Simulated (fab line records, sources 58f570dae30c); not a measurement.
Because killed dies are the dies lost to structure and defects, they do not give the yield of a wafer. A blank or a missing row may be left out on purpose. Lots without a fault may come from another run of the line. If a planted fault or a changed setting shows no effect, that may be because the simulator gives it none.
Code-filled problem report in 8D (eight disciplines) form :: flow berkeleyCmos170 :: the parts of the form that need people (team, actions taken, sign-off) are left out

## 1. THE ISSUE
At UCB170_V1_STRIP_15, stripTimeToEndpointS averages 12.75 s over 2 wafers from 2 lots, while fault-free wafers read 15.33 s, standard deviation 0.1. Measured from the usual mean, that is -26 standard deviations.
The step: strips in O2.
The first sign was on wafer L137.3 at day 12 02:55, on plasmaAsher-02. At this step, 42 wafers from 14 lots have a number in the record. Rule for "out", or "out of limits": more than 4 standard deviations from the usual mean. The other wafers with a number count as sound.

## 2. WHAT IT IS, AND WHAT IT ISN'T
question: which readings at this step
is: stripTimeToEndpointS
is not: drypumpMotorCurrentA, oesProductAu

question: which lots
is: L137, L139
is not: L122, L123, L124, L125, L127, L130, L131, L134, L141, L142, L143, L145

question: which wafers of those lots
is: L137.3, L139.1
is not: L137.2, L137.4, L139.2, L139.3

question: read on which tools
is: plasmaAsher-01, plasmaAsher-02
is not: plasmaAsher-04

question: when
is: from day 12 02:55
is not: up to then (26 sound wafers); but 14 sound wafers of L139, L141, L142, L143, L145 came after

## 3. WHAT RULES OUT EACH SUSPECT
Counting: any tool at a process step up to the reading remains a suspect provided it ran every lot that is out. Sound lots after the first of them don't rule it out here, since some wafers of a struck lot are sound.
- rieDiel-04 at UCB170_V1_ETCH_14 (etches SiO2 in CHF3/CF4/Ar, stops on Al, target depth 1250 nm, time 291 s): kept. It ran every lot that is out, first L137 (day 12 02:44); its last sound lot up to then is L134 (day 11 22:38).
- In rieDiel-04 at UCB170_V1_ETCH_14, the wafers that are out were processed in chamber 1 and their sound lot-mates in chambers 2, 3.
Left after counting: rieDiel-04 at UCB170_V1_ETCH_14.

## 4. THE CAUSE (what the simulator had put in)
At UCB170_V1_ETCH_14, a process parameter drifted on rieDiel-04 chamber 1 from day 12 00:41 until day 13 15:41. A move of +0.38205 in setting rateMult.
The count eliminated every tool but this one.

## 5. SEQUENCE OF EFFECTS, ordered by route
Each row: a reading whose mean over the struck wafers that have a number lies more than 3 standard deviations from the usual. Readings are gone through only where the record gives a usual standard deviation; hours: the median, over the lots, of the time from a lot's start at the first step in this table giving one to that lot's start at this step; sigmas: the change measured in usual standard deviations.
hours: 0
step: UCB170_V1_STRIP_15
reading: stripTimeToEndpointS
usual: 15.33 s
on struck wafers: 12.75
change: -2.58
sigmas: -26

hours: 0
step: UCB170_V1_CD_MEAS_90
reading: cdNm
usual: 699.3 nm
on struck wafers: 704.8
change: +5.5
sigmas: +3.5
Here are the process steps it includes:
- UCB170_V1_STRIP_15: strips in O2.

## 6. HOW IT WOULD HAVE BEEN CAUGHT EARLIER
In this record the first reading out of limits was taken at day 12 02:55, 2 hours after the fault began at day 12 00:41.
An alarm limit of 4 standard deviations would not have fired on the tool readings at UCB170_V1_ETCH_14 for which the record gives a usual standard deviation, since none of them was out on any struck wafer.
L139, from the lots that are out (2), started UCB170_V1_ETCH_14 on rieDiel-04 later than day 12 02:55. Had the tool been put on hold then, it would have been spared.
